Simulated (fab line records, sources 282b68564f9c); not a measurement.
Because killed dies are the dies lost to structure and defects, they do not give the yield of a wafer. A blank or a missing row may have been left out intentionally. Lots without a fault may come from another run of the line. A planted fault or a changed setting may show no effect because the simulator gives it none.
Problem report, 8D (eight disciplines) form, completed by code / flow rit-cmos / the parts of the form that need people (team, actions taken, sign-off) are left out

== 1. THE PROBLEM ==
Mean of cd-nm at RIT_GATE_CD_MEAS_16: 74.0 nm across 5 wafers in 2 lots; on wafers with no fault it is 150.7 nm (standard deviation 2.1). That is -37 standard deviations from the usual mean.
The step: target cd 150 nm.
First seen on wafer L842.2, day 5 00:37, on cd-sem-02. Wafers with a number at this step in the record: 41, from 14 lots. The rule behind "out" and "out of limits": a value lying over 4 standard deviations away from the usual mean. The rest of the wafers with a number are treated as sound.

== 2. WHAT IT IS; WHAT IT IS NOT ==
question=which readings at this step | is=cd-nm | is not=-
question=which lots | is=L842, L844 | is not=L831, L832, L834, L835, L837, L838, L841, L843, L848, L852, L853, L854
question=which wafers of those lots | is=all that have a number | is not=-
question=read on which gauges | is=cd-sem-02 | is not=cd-sem-01
question=when | is=from day 5 00:37 | is not=up to then (21 sound wafers); but 15 sound wafers of L843, L848, L852, L853, L854 came after

== 3. THE SUSPECTS, EACH WITH WHAT RULES IT OUT ==
Counting: a tool stays on the suspect list if, at a process step up to the reading, it processed all lots that are out and no sound lot following the first of them.
- the gauge at RIT_GATE_CD_MEAS_16: ruled out. All the wafers that are out were read on cd-sem-02, but those of them that RIT_GATE_EXPOSE_13 has rows for are out there too, on other tools.
- iline-stepper-01 at RIT_GATE_EXPOSE_13 (exposes mask M6, target cd 150 nm): kept. All lots that are out passed through it, beginning with L842 at day 5 00:13, and no sound lot followed; its final sound lot before that point was L838 at day 4 04:13. Out on those wafers are its own readings of exposure-dose-mJ-cm2.
The count leaves iline-stepper-01 at RIT_GATE_EXPOSE_13.

== 4. THE CAUSE (what the simulator had put in) ==
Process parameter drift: iline-stepper-01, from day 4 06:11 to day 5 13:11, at RIT_GATE_EXPOSE_13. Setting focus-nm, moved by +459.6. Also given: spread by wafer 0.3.
This tool alone remained once counting was done.

== 5. THE EFFECT CHAIN, in route order ==
Rows list readings where the struck wafers' mean (over those with a number) sits beyond 3 standard deviations from the usual. Readings are gone through only where the record gives a usual standard deviation; hours: the median, over the lots, of the time from a lot's start at the first step in this table giving one to that lot's start at this step; sigmas: the change measured in usual standard deviations.
hours=0; step=RIT_GATE_EXPOSE_13; reading=exposure-dose-mJ-cm2; usual=379.9; on struck wafers=357.7; change=-22.2; sigmas=-62
hours=0; step=RIT_GATE_CD_MEAS_16; reading=cd-nm; usual=150.7 nm; on struck wafers=74.0; change=-76.7; sigmas=-37
hours=22; step=RIT_M1_PROBE_99; reading=killed-at-front-end; usual=6.3; on struck wafers=258.0; change=+251.7; sigmas=+93
hours=22; step=RIT_M1_PROBE_99; reading=killed-dies; usual=6.4; on struck wafers=258.3; change=+251.9; sigmas=+93
hours=22; step=RIT_M1_PROBE_99; reading=killed-on-rim; usual=1.7; on struck wafers=66.2; change=+64.5; sigmas=+46
The process steps in it:
- RIT_GATE_EXPOSE_13: exposes mask M6, target cd 150 nm.
- RIT_M1_PROBE_99

== 6. HOW IT WOULD HAVE BEEN CAUGHT EARLIER ==
Counted from the fault's start at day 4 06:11, it took 18 hours until the first out-of-limits reading at a measuring or inspecting step in this record, taken at day 5 00:37.
At RIT_GATE_EXPOSE_13, the tool's own readings (exposure-dose-mJ-cm2) were out on each struck wafer the step has a row for, so an alarm limit on them would have fired on the first such wafer.
Of the lots that are out (2), L844 began RIT_GATE_EXPOSE_13 on iline-stepper-01 after day 5 00:37. Had the tool been put on hold then, it would have been spared.
